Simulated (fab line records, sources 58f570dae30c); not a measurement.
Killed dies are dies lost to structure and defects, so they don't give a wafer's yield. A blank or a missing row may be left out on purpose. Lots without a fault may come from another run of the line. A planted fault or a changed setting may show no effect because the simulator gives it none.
fab line records | flow berkeley_cmos170 | part 1 of 2: steps 1 to 27 of 36
record lots=5 wafers=15 last_day=12
route steps=331 shown CONTACT@237 M1@238 V1@254 M2@271
lots that met no fault: from a run of the same line without faults
start_h: hours from the record's first day to the start of the lot's first wafer shown | wait_h: hours since the lot's step before | " the same as in the row above | L1.1+2: a row that stands for several wafers | - no value, or no start given | * or withheld: withheld | < > ~ a bound
route shown NAME@n: a module of which the file shows steps, and the number in the route of the first | usual: mean/standard deviation of fault-free wafers | same: alike in all rows | chamber/n: place in a boat | sites: the reading at each site | _std_site: their standard deviation | _edge_site: outer sites' mean less inner sites' | radius_mm: how far each site lies from the wafer's centre | mask NAME#n: copy n | behind: the tool/chamber that last shaped the wafer | hold: why the lot was held/for how many hours/how that ended | device: the transistor (n, p or np) that didn't switch | end of line: the same wafers' tests at the end of the route | a step without rows: its recipe alone | killed: dies lost to structure and defects at the first sort, not the wafer's yield | map: a wafer's dies, x killed, . not, _ none there
set.NAME: the setting as run; set.NAME@STEP: as run at that earlier step | model.NAME: the simulator's own value behind a step, which no gauge read
lots at some steps of the route; a table a step, a row a wafer
services: from which hour (start_h, from the record's first day; less than 0 if before it) a tool's chamber was out of use, for how many hours, and why
## steps
# step UCB170_CONTACT_CLEAN_20
# recipe chemistry=SPM temp_c=120 time_s=600
# same time_s=600
# columns lot.wafer tool chamber start_h wait_h
L076.1+2+5 wet_bench-04 0 169.86 0.1
L075.1+3+5 wet_bench-01 0 170.10 0.1
L079.1+3+6 wet_bench-04 0 187.77 0.1
L082.2+4+5 wet_bench-04 1 197.67 0.1
L097.2+4+6 wet_bench-03 0 273.40 0.1
# step UCB170_M1_SPUTTER_00
# recipe material=Al target_thk_nm=600 time_s=80 power_w=6000 chamber_pressure_pa=0.5
# usual throttle_valve_pct=30.0/1.4
# same time_s=80
# columns lot.wafer tool chamber start_h wait_h throttle_valve_pct
L076.1 pvd_sputter-02 - 170.04 0.0 28.6
L076.2 " - " " 30.8
L076.5 " - " " 27.2
L075.1 pvd_sputter-03 - 170.28 0.0 29.7
L075.3 " - " " 29.1
L075.5 " - " " 30.0
L079.1 pvd_sputter-03 - 187.95 0.0 29.9
L079.3 " - " " 30.6
L079.6 " - " " 29.9
L082.2 pvd_sputter-04 - 197.84 0.0 31.1
L082.4 " - " " 31.1
L082.5 " - " " 32.0
L097.2 pvd_sputter-04 - 273.57 0.0 31.4
L097.4 " - " " 31.9
L097.6 " - " " 31.2
# step UCB170_M1_RS_MEAS_01
# recipe thk_meas_gauge=four-point-probe reads=Al_of_M1_SPUTTER_00
# usual M1_AL_RS=0.0485/0.00052
# columns lot.wafer tool chamber start_h wait_h M1_AL_RS[ohm/sq]
L076.1 film_metro-04 - 170.10 0.0 0.0489
L076.2 " - " " 0.0491
L076.5 " - " " 0.0483
L075.1 film_metro-02 - 170.34 0.0 0.0491
L075.3 " - " " 0.0483
L075.5 " - " " 0.0488
L079.1 film_metro-02 - 188.01 0.0 0.0491
L079.3 " - " " 0.0487
L079.6 " - " " 0.0496
L082.2 film_metro-03 - 197.92 0.1 0.0488
L082.4 " - " " 0.0486
L082.5 " - " " 0.0482
L097.2 film_metro-04 - 273.66 0.1 0.0489
L097.4 " - " " 0.0484
L097.6 " - " " 0.0485
# step UCB170_M1_THK_MEAS_02
# recipe thk_meas_gauge=xrf reads=Al_of_M1_SPUTTER_00
# usual M1_AL_THK=601/6.9
# columns lot.wafer tool chamber start_h wait_h M1_AL_THK[nm]
L076.1 film_metro-04 - 170.22 0.1 592
L076.2 " - " " 589
L076.5 " - " " 600
L075.1 film_metro-02 - 170.46 0.1 595
L075.3 " - " " 602
L075.5 " - " " 600
L079.1 film_metro-02 - 188.13 0.1 596
L079.3 " - " " 600
L079.6 " - " " 586
L082.2 film_metro-03 - 198.03 0.1 597
L082.4 " - " " 600
L082.5 " - " " 603
L097.2 film_metro-04 - 273.77 0.1 595
L097.4 " - " " 604
L097.6 " - " " 592
# step UCB170_M1_COAT_03
# recipe resist=BARC temp_c=withheld time_s=withheld spin_rpm=3000 resist_thk_nm=withheld
# usual exhaust_pa=44.9/0.91
# columns lot.wafer tool chamber start_h wait_h exhaust_pa
L076.1 litho_track-01 0 170.28 0.1 45.2
L076.2 " 0 " " 43.0
L076.5 " 0 " " 44.3
L075.1 litho_track-04 0 170.52 0.1 42.9
L075.3 " 0 " " 43.7
L075.5 " 0 " " 44.2
L079.1 litho_track-04 0 188.88 0.7 45.3
L079.3 " 0 " " 45.0
L079.6 " 0 " " 43.9
L082.2 litho_track-01 0 198.15 0.1 44.7
L082.4 " 0 " " 43.6
L082.5 " 0 " " 44.7
L097.2 litho_track-02 0 273.84 0.1 45.5
L097.4 " 0 " " 46.5
L097.6 " 0 " " 46.3
# step UCB170_M1_COAT_04
# recipe resist=KrF spin_rpm=1500 resist_thk_nm=900
# usual exhaust_pa=45.0/0.78
# columns lot.wafer tool chamber start_h wait_h exhaust_pa
L076.1 litho_track-01 0 - - 45.6
L076.2 " 0 " " 45.4
L076.5 " 0 " " 45.2
L075.1 litho_track-04 0 - - 43.3
L075.3 " 0 " " 45.1
L075.5 " 0 " " 44.1
L079.1 litho_track-04 0 - - 45.9
L079.3 " 0 " " 44.7
L079.6 " 0 " " 46.5
L082.2 litho_track-01 0 - - 44.7
L082.4 " 0 " " 46.5
L082.5 " 0 " " 45.5
L097.2 litho_track-02 0 - - 44.3
L097.4 " 0 " " 46.1
L097.6 " 0 " " 45.3
# step UCB170_M1_SOFTBAKE_05
# recipe resist=KrF temp_c=130 time_s=60
# usual exhaust_pa=45.0/0.94
# same time_s=60
# columns lot.wafer tool chamber start_h wait_h exhaust_pa
L076.1 litho_track-01 0 - - 45.4
L076.2 " 0 " " 44.2
L076.5 " 0 " " 43.2
L075.1 litho_track-04 0 - - 44.5
L075.3 " 0 " " 43.0
L075.5 " 0 " " 43.0
L079.1 litho_track-04 0 - - 44.5
L079.3 " 0 " " 44.6
L079.6 " 0 " " 44.5
L082.2 litho_track-01 0 - - 44.6
L082.4 " 0 " " 42.8
L082.5 " 0 " " 42.9
L097.2 litho_track-02 0 - - 44.9
L097.4 " 0 " " 45.7
L097.6 " 0 " " 44.6
# step UCB170_M1_EXPOSE_06
# recipe mask_id=METAL1 target_cd_nm=700 na=0.5 sigma_outer=0.6 source_shape=conventional dose_mj=21
# columns lot.wafer tool chamber start_h wait_h mask
L076.1+2+5 krf_scanner-02 0 170.73 - METAL1#0
L075.1+3+5 krf_scanner-02 0 170.97 - METAL1#0
L079.1+3+6 krf_scanner-01 0 189.45 - METAL1#0
L082.2+4+5 krf_scanner-01 0 198.72 - METAL1#0
L097.2+4+6 krf_scanner-02 0 274.36 - METAL1#0
# step UCB170_M1_PEB_07
# recipe peb_temp_c=130 peb_time_s=withheld resist=KrF
# usual exhaust_pa=44.8/0.86
# columns lot.wafer tool chamber start_h wait_h exhaust_pa
L076.1 litho_track-01 0 170.85 0.1 44.9
L076.2 " 0 " " 43.7
L076.5 " 0 " " 45.3
L075.1 litho_track-01 0 171.12 0.1 43.2
L075.3 " 0 " " 45.2
L075.5 " 0 " " 45.6
L079.1 litho_track-04 0 189.57 0.1 45.3
L079.3 " 0 " " 45.9
L079.6 " 0 " " 44.5
L082.2 litho_track-02 0 198.84 0.1 44.3
L082.4 " 0 " " 44.1
L082.5 " 0 " " 44.8
L097.2 litho_track-04 0 274.49 0.1 45.0
L097.4 " 0 " " 45.3
L097.6 " 0 " " 45.0
# step UCB170_M1_DEVELOP_08
# recipe developer=TMAH develop_time_s=45 resist=KrF dev_temp_c=21
# usual exhaust_pa=45.3/0.88
# columns lot.wafer tool chamber start_h wait_h exhaust_pa
L076.1 litho_track-01 0 - - 43.5
L076.2 " 0 " " 45.7
L076.5 " 0 " " 46.1
L075.1 litho_track-01 0 - - 46.5
L075.3 " 0 " " 45.7
L075.5 " 0 " " 44.9
L079.1 litho_track-04 0 - - 46.5
L079.3 " 0 " " 46.2
L079.6 " 0 " " 45.3
L082.2 litho_track-02 0 - - 45.0
L082.4 " 0 " " 44.8
L082.5 " 0 " " 45.4
L097.2 litho_track-04 0 - - 46.4
L097.4 " 0 " " 45.5
L097.6 " 0 " " 45.5
# step UCB170_M1_CD_MEAS_09
# recipe target_cd_nm=700
# usual cd_nm=699.7/1.5
# columns lot.wafer tool chamber start_h wait_h cd_nm
L076.1 cd_sem-01 - 171.12 - 699.9
L076.2 " - " " 700.0
L076.5 " - " " 700.0
L075.1 cd_sem-02 - 171.40 - 701.3
L075.3 " - " " 702.0
L075.5 " - " " 701.3
L079.1 cd_sem-01 - 189.85 - 700.1
L079.3 " - " " 701.0
L079.6 " - " " 700.2
L082.2 cd_sem-02 - 199.14 - 699.6
L082.4 " - " " 699.7
L082.5 " - " " 700.1
L097.2 cd_sem-02 - 274.76 - 700.4
L097.4 " - " " 700.3
L097.6 " - " " 699.2
# step UCB170_M1_OVL_MEAS_10
# usual M1_OVL=-2/4.9
# columns lot.wafer tool chamber start_h wait_h M1_OVL[nm]
L076.1 overlay-01 - 171.24 0.1 6
L076.2 " - " " -5
L076.5 " - " " -3
L075.1 overlay-01 - 171.52 0.1 1
L075.3 " - " " -1
L075.5 " - " " -3
L079.1 overlay-02 - 189.97 0.1 -10
L079.3 " - " " 0
L079.6 " - " " -6
L082.2 overlay-02 - 199.25 0.1 -2
L082.4 " - " " -4
L082.5 " - " " -4
L097.2 overlay-02 - 274.86 0.1 -4
L097.4 " - " " 1
L097.6 " - " " -2
# step UCB170_M1_ETCH_11
# recipe chemistry=N2/H2 target_depth_a=withheld overetch_a=withheld target=BARC time_s=withheld source_w=500 bias_w=100 pressure_mtorr=30 n2_flow_sccm=100 h2_flow_sccm=200
# usual drypump_motor_current_A=5.7/0.47 oes_product_au=0.993/0.023 throttle_valve_pct=13.28/0.2
# columns lot.wafer tool chamber start_h wait_h drypump_motor_current_A oes_product_au throttle_valve_pct
L076.1 rie_diel-02 0 171.28 0.0 6.3 1.010 12.89
L076.2 " 2 " " 5.4 0.966 13.44
L076.5 " 2 " " 5.5 0.968 13.47
L075.1 rie_diel-04 0 171.55 0.0 5.1 0.996 13.20
L075.3 " 3 " " 5.4 0.995 13.64
L075.5 " 2 " " 5.0 1.024 13.30
L079.1 rie_diel-01 3 190.00 0.0 5.9 0.954 13.46
L079.3 " 2 " " 6.1 0.963 13.20
L079.6 " 0 " " 6.6 1.019 13.35
L082.2 rie_diel-02 0 199.28 0.0 6.3 1.020 12.88
L082.4 " 3 " " 5.6 0.984 13.20
L082.5 " 0 " " 6.3 1.015 12.88
L097.2 rie_diel-02 1 274.89 0.0 5.5 1.031 13.33
L097.4 " 0 " " 6.3 1.022 12.87
L097.6 " 2 " " 5.5 0.966 13.45
# step UCB170_M1_METAL_ETCH_12
# recipe chemistry=Cl2/BCl3 target=Al stop_on=PSG pressure_mtorr=12 target_depth_a=7800 over_etch_frac=0.3 time_s=130 icp_w=600 bias_w=120 Cl2_flow_sccm=90 bcl3_flow_sccm=45
# usual drypump_motor_current_A=5.9/0.36 oes_product_au=0.852/0.015 throttle_valve_pct=24.30/0.16
# same time_s=130
# columns lot.wafer tool chamber start_h wait_h drypump_motor_current_A oes_product_au rf_hours_counter_h throttle_valve_pct
L076.1 rie_metal-01 1 171.32 - 6.0 0.878 1 24.13
L076.2 " 0 " " 5.7 0.857 8 24.42
L076.5 " 1 " " 6.0 0.876 - 24.12
L075.1 rie_metal-04 1 171.59 - 6.0 0.839 10 24.07
L075.3 " 1 " " 6.0 0.842 - 24.08
L075.5 " 1 " " 6.0 0.836 - 24.08
L079.1 rie_metal-04 1 190.04 - 5.9 0.845 11 24.07
L079.3 " 0 " " 5.8 0.833 - 24.39
L079.6 " 0 " " 5.9 0.826 - 24.37
L082.2 rie_metal-04 1 199.32 - 5.9 0.841 11 24.07
L082.4 " 1 " " 5.9 0.848 - 24.07
L082.5 " 0 " " 5.8 0.840 - 24.38
L097.2 rie_metal-02 0 274.93 - 5.4 0.856 9 24.50
L097.4 " 1 " " 6.5 0.837 - 24.31
L097.6 " 0 " " 5.4 0.861 - 24.48
# step UCB170_M1_STRIP_13
# recipe chemistry=O2 power_w=400 pressure_mtorr=3500 platen_temp_c=withheld o2_flow_sccm=400 overash_fraction=0.5
# usual drypump_motor_current_A=6.1/0.33 oes_product_au=0.721/0.0045
# columns lot.wafer tool chamber start_h wait_h drypump_motor_current_A oes_product_au rf_hours_counter_h
L076.1 plasma_asher-03 0 171.45 0.1 6.7 0.727 43
L076.2 " 1 " " 6.0 0.723 43
L076.5 " 1 " " 5.9 0.723 -
L075.1 plasma_asher-04 1 171.86 0.2 6.2 0.717 49
L075.3 " 1 " " 6.2 0.723 -
L075.5 " 1 " " 6.2 0.723 -
L079.1 plasma_asher-04 0 190.18 0.1 6.1 0.728 51
L079.3 " 1 " " 6.1 0.717 -
L079.6 " 0 " " 6.1 0.728 -
L082.2 plasma_asher-03 0 199.46 0.1 6.6 0.724 46
L082.4 " 0 " " 6.6 0.712 -
L082.5 " 0 " " 6.6 0.719 -
L097.2 plasma_asher-03 1 275.07 0.1 6.0 0.718 54
L097.4 " 1 " " 5.9 0.719 -
L097.6 " 1 " " 6.0 0.720 -
# step UCB170_M1_CD_MEAS_90
# recipe target_cd_nm=700
# usual cd_nm=699.9/2.5
# columns lot.wafer tool chamber start_h wait_h cd_nm
L076.1 cd_sem-01 - 171.55 0.1 700.9
L076.2 " - " " 698.2
L076.5 " - " " 700.2
L075.1 cd_sem-02 - 171.96 0.1 703.4
L075.3 " - " " 703.4
L075.5 " - " " 702.9
L079.1 cd_sem-01 - 190.28 0.1 704.7
L079.3 " - " " 703.8
L079.6 " - " " 700.1
L082.2 cd_sem-02 - 199.58 0.1 701.6
L082.4 " - " " 702.5
L082.5 " - " " 700.6
L097.2 cd_sem-02 - 275.19 0.1 700.2
L097.4 " - " " 697.9
L097.6 " - " " 696.9
# step UCB170_M1_ANNEAL_14
# recipe temp_c=400 time_s=1200 ambient=forming_gas
# usual tube_center_temp_C_max=401.03/0.16
# same time_s=1200
# columns lot.wafer tool chamber start_h wait_h tube_center_temp_C_max
L075.1 furnace-03 0 172.76 0.8 401.10
L075.3 " 0 " " 401.17
L075.5 " 0 " " 401.00
L076.1 furnace-03 0 172.76 1.2 400.82
L076.2 " 0 " " 400.95
L076.5 " 0 " " 401.12
L079.1 furnace-03 0 190.40 0.1 401.10
L079.3 " 0 " " 400.92
L079.6 " 0 " " 400.94
L082.2 furnace-03 0 200.52 0.9 401.29
L082.4 " 0 " " 401.14
L082.5 " 0 " " 401.03
L097.2 furnace-03 0 275.29 0.1 401.13
L097.4 " 0 " " 401.15
L097.6 " 0 " " 400.98
# step UCB170_V1_CVD_00
# recipe material=SiO2 target_thk_nm=2000 temp_c=390 precursor=TEOS/O2 time_s=250 rf_w=550 pressure_mtorr=9000
# usual heater_power_w=246/50 pressure_mtorr=8999/18
# same time_s=250
# columns lot.wafer tool chamber start_h wait_h heater_power_w pressure_mtorr
L075.1 pecvd-04 0 174.10 0.0 237 8998
L075.3 " 1 " " 254 9029
L075.5 " 0 " " 206 8998
L076.1 pecvd-03 1 174.10 0.0 225 9014
L076.2 " 0 " " 224 9016
L076.5 " 0 " " 165 9037
L079.1 pecvd-01 1 191.73 0.0 265 8991
L079.3 " 0 " " 326 8991
L079.6 " 0 " " 249 8997
L082.2 pecvd-01 1 201.85 0.0 307 9018
L082.4 " 0 " " 244 8999
L082.5 " 2 " " 194 8990
L097.2 pecvd-03 2 276.62 0.0 204 8962
L097.4 " 0 " " 160 9021
L097.6 " 1 " " 239 8996
# step UCB170_V1_THK_MEAS_01
# recipe reads=SiO2_of_V1_CVD_00
# usual V1_TEOS_THK=1994/27
# columns lot.wafer tool chamber start_h wait_h V1_TEOS_THK[nm]
L076.1 film_metro-03 - 174.25 0.1 1979
L076.2 " - " " 1969
L076.5 " - " " 2006
L075.1 film_metro-02 - 174.33 0.2 1978
L075.3 " - " " 2002
L075.5 " - " " 1984
L079.1 film_metro-01 - 191.89 0.1 1951
L079.3 " - " " 1987
L079.6 " - " " 2028
L082.2 film_metro-03 - 202.02 0.1 1967
L082.4 " - " " 2038
L082.5 " - " " 2019
L097.2 film_metro-03 - 276.79 0.1 1982
L097.4 " - " " 1985
L097.6 " - " " 1966
# step UCB170_V1_CMP_02
# recipe material=SiO2 down_force_psi=6 platen_rpm=60 pad_velocity_m_s=0.75398
# usual motor_current_A=15.1/1.4
# columns lot.wafer tool chamber start_h wait_h motor_current_A
L075.1 cmp-01 3 174.39 0.1 16.1
L075.3 " 2 " " 15.0
L075.5 " 0 " " 14.7
L076.1 cmp-02 3 174.41 0.1 17.1
L076.2 " 0 " " 13.8
L076.5 " 2 " " 15.7
L079.1 cmp-01 1 191.95 0.1 16.8
L079.3 " 0 " " 14.8
L079.6 " 1 " " 17.2
L082.4 cmp-01 3 202.17 0.1 15.7
L082.2 " 0 " " 14.4
L082.5 " 2 " " 15.3
L097.2 cmp-01 1 276.94 0.1 16.9
L097.4 " 2 " " 14.0
L097.6 " 0 " " 13.9
# step UCB170_V1_BOW_MEAS_03
# recipe mode=bow
# usual V1_BOW=19/7
# columns lot.wafer tool chamber start_h wait_h V1_BOW[um]
L076.1 film_metro-01 - 174.61 0.1 23
L076.2 " - " " 16
L076.5 " - " " 32
L075.1 film_metro-02 - 174.69 0.2 9
L075.3 " - " " 20
L075.5 " - " " 21
L079.1 film_metro-02 - 192.25 0.2 19
L079.3 " - " " 10
L079.6 " - " " 6
L082.2 film_metro-01 - 202.39 0.1 20
L082.4 " - " " 27
L082.5 " - " " 30
L097.2 film_metro-02 - 277.16 0.2 28
L097.4 " - " " 7
L097.6 " - " " 24
# step UCB170_V1_THK_MEAS_04
# recipe reads=SiO2_of_V1_CVD_00
# usual V1_POLISHED_THK=999.8/1.2
# columns lot.wafer tool chamber start_h wait_h V1_POLISHED_THK[nm]
L076.1 film_metro-01 - 174.73 0.1 999.0
L076.2 " - " " 999.0
L076.5 " - " " 999.5
L075.1 film_metro-02 - 174.81 0.1 1000.8
L075.3 " - " " 1000.5
L075.5 " - " " 1002.3
L079.1 film_metro-02 - 192.37 0.1 998.0
L079.3 " - " " 1000.4
L079.6 " - " " 998.2
L082.2 film_metro-01 - 202.50 0.1 1001.4
L082.4 " - " " 1000.0
L082.5 " - " " 1001.8
L097.2 film_metro-02 - 277.27 0.1 999.0
L097.4 " - " " 1001.1
L097.6 " - " " 1001.7
# step UCB170_V1_CLEAN_05
# recipe chemistry=DIW
# columns lot.wafer tool chamber start_h wait_h
L076.1+2+5 wet_bench-02 2 174.79 0.1
L075.1+3+5 wet_bench-02 0 174.98 0.2
L079.1+3+6 wet_bench-04 0 192.44 0.1
L082.2+4+5 wet_bench-01 0 204.19 1.7
L097.2+4+6 wet_bench-04 0 277.32 0.0
# step UCB170_V1_HMDS_06
# recipe prime_time_s=60 prime_temp_c=100
# usual exhaust_pa=45.0/0.8 prime_temp_c=99.99/0.16
# columns lot.wafer tool chamber start_h wait_h exhaust_pa prime_temp_c
L076.1 litho_track-02 0 174.98 0.0 44.3 100.09
L076.2 " 0 " " 45.5 100.07
L076.5 " 0 " " 45.6 100.06
L075.1 litho_track-01 0 175.18 0.0 46.2 99.85
L075.3 " 0 " " 46.8 99.95
L075.5 " 0 " " 45.0 100.01
L079.1 litho_track-01 0 192.62 0.0 43.9 100.20
L079.3 " 0 " " 44.6 100.07
L079.6 " 0 " " 44.8 100.02
L082.2 litho_track-01 0 204.86 0.5 45.8 100.17
L082.4 " 0 " " 44.2 100.06
L082.5 " 0 " " 45.0 100.21
L097.2 litho_track-03 0 277.52 0.0 45.7 100.04
L097.4 " 0 " " 45.9 100.01
L097.6 " 0 " " 45.0 100.01
# step UCB170_V1_COAT_07
# recipe resist=KrF spin_rpm=1500 resist_thk_nm=900
# usual exhaust_pa=45.0/0.78
# columns lot.wafer tool chamber start_h wait_h exhaust_pa
L076.1 litho_track-02 0 175.13 0.1 45.4
L076.2 " 0 " " 44.9
L076.5 " 0 " " 45.0
L075.1 litho_track-01 0 175.33 0.1 45.0
L075.3 " 0 " " 45.0
L075.5 " 0 " " 45.6
L079.1 litho_track-01 0 192.77 0.1 45.5
L079.3 " 0 " " 46.8
L079.6 " 0 " " 46.5
L082.2 litho_track-01 0 205.01 0.1 45.9
L082.4 " 0 " " 46.7
L082.5 " 0 " " 45.6
L097.2 litho_track-03 0 277.67 0.1 45.5
L097.4 " 0 " " 44.9
L097.6 " 0 " " 45.4
# step UCB170_V1_SOFTBAKE_08
# recipe resist=KrF temp_c=130 time_s=60
# usual exhaust_pa=44.8/0.98
# same time_s=60
# columns lot.wafer tool chamber start_h wait_h exhaust_pa
L076.1 litho_track-02 0 175.28 0.1 47.0
L076.2 " 0 " " 45.7
L076.5 " 0 " " 46.9
L075.1 litho_track-01 0 175.48 0.1 44.2
L075.3 " 0 " " 44.8
L075.5 " 0 " " 43.3
L079.1 litho_track-01 0 192.92 0.1 42.7
L079.3 " 0 " " 43.2
L079.6 " 0 " " 42.8
L082.2 litho_track-01 0 205.16 0.1 45.6
L082.4 " 0 " " 44.2
L082.5 " 0 " " 44.9
L097.2 litho_track-03 0 277.82 0.1 44.0
L097.4 " 0 " " 43.5
L097.6 " 0 " " 43.4
# step UCB170_V1_EXPOSE_09
# recipe mask_id=VIA1 target_cd_nm=700 na=0.5 sigma_outer=0.6 source_shape=conventional dose_mj=37
# columns lot.wafer tool chamber start_h wait_h mask
L076.1+2+5 krf_scanner-01 0 175.56 0.2 VIA1#0
L075.1+3+5 krf_scanner-02 0 175.80 0.3 VIA1#0
L079.1+3+6 krf_scanner-01 0 193.19 0.2 VIA1#0
L082.2+4+5 krf_scanner-02 0 205.33 0.1 VIA1#0
L097.2+4+6 krf_scanner-01 0 277.96 0.1 VIA1#0
